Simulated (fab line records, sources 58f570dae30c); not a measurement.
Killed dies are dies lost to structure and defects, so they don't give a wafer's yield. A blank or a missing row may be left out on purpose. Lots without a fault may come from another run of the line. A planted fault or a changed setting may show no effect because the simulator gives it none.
A struck lot beside a sound one | flow berkeley_cmos170 | 16 steps out of a route of 331
Sound: wafers L966.1, L966.2, L966.5. Struck: wafers L967.1, L967.4, L967.6. The cause comes at the end.
At each step with rows: each side's tool, then ch and its chambers, then its first start. Under that, the readings that differ: sound wafers | struck wafers | difference of the means | sigmas: that difference in standard deviations of wafers without a fault.
alike: readings whose means differ by less than 2 such deviations, and words and numbers that are the same on both sides. not compared: withheld readings, readings that some wafer has no value for, bounds like >300 that may hide the same value, and numbers for which the record gives no deviation and whose values overlap.
The two part at a step that has a row with sigmas, a row that says differs or no value, or rows on one side only. Numbers that don't overlap but have no deviation are shown without sigmas and don't part them. A reading that every wafer of one side lacks parts them only if that side has two wafers or more.

first, 3 steps without rows for these wafers: UCB170_PWELL_EXPOSE_10 (exposes mask PWELL, target cd 3000 nm); UCB170_PWELL_PEB_11; UCB170_PWELL_DEVELOP_12 (develop time 45 s).
UCB170_PWELL_OVL_MEAS_13:
  sound on overlay-02, day 3 17:16; struck on overlay-01, day 3 17:31
  alike: PWELL_OVL
UCB170_PWELL_ETCH_14: etches Si3N4 in CH3F/Ar/O2, stops on SiO2, target depth 242 nm, time 151 s.
  sound on rie_diel-02 ch 1,2, day 3 17:19; struck on rie_diel-04 ch 0,2, day 3 17:33
  reading                     | sound       | struck      | difference | sigmas
  drypump_motor_current_A (A) | 4.8 5.0 5.0 | 6.3 5.8 6.3 | +1.2       | +2
  alike: O2_flow_sccm, oes_product_au, throttle_valve_pct
  not compared: rf_hours_counter_h
then, 1 step without rows for these wafers: UCB170_PWELL_IMPLANT_15.
UCB170_PWELL_STRIP_16: strips in O2.
  sound on plasma_asher-01 ch 0,1, day 3 17:34; struck on plasma_asher-01 ch 0,1, day 3 17:48
  reading                      | sound             | struck            | difference | sigmas
  strip_time_to_endpoint_s (s) | 18.06 18.18 18.14 | 17.79 17.98 17.74 | -0.29      | -2
  alike: drypump_motor_current_A, oes_product_au
  not compared: rf_hours_counter_h
UCB170_PWELL_TW_MEAS_17:
  sound on film_metro-01, day 3 17:40; struck on film_metro-04, day 3 17:54
  reading  | sound             | struck            | difference | sigmas
  PWELL_TW | 381.8 380.8 380.3 | 374.6 374.6 377.1 | -5.5       | -3
then, 4 steps without rows for these wafers: UCB170_PWELL_CLEAN_18 (cleans in SPM, time 600 s); UCB170_PWELL_WET_ETCH_19 (etches Si3N4 in H3PO4, time 14400 s); UCB170_PWELL_WET_ETCH_20 (etches SiO2 in BOE, time 22 s); UCB170_WELLDRIVE_CLEAN_00 (cleans in SPM, time 600 s).
UCB170_WELLDRIVE_OXIDATION_01: target thk 199 nm, ox time 9000 s.
  sound on furnace-02 ch 0, day 4 01:59; struck on furnace-02 ch 0, day 4 06:50
UCB170_WELLDRIVE_THK_MEAS_02:
  sound on film_metro-02, day 4 05:33; struck on film_metro-01, day 4 10:20
  reading                  | sound       | struck      | difference | sigmas
  WELLDRIVE_OXIDE_THK (nm) | 194 196 199 | 304 299 302 | +105       | +29
then, 2 steps without rows for these wafers: UCB170_WELLDRIVE_ANNEAL_03 (time 900 s); UCB170_M3_PROBE_99.

WHERE THEY PART
First at UCB170_PWELL_ETCH_14; last, within this record, at UCB170_WELLDRIVE_THK_MEAS_02.

WHY: what the simulator had put in
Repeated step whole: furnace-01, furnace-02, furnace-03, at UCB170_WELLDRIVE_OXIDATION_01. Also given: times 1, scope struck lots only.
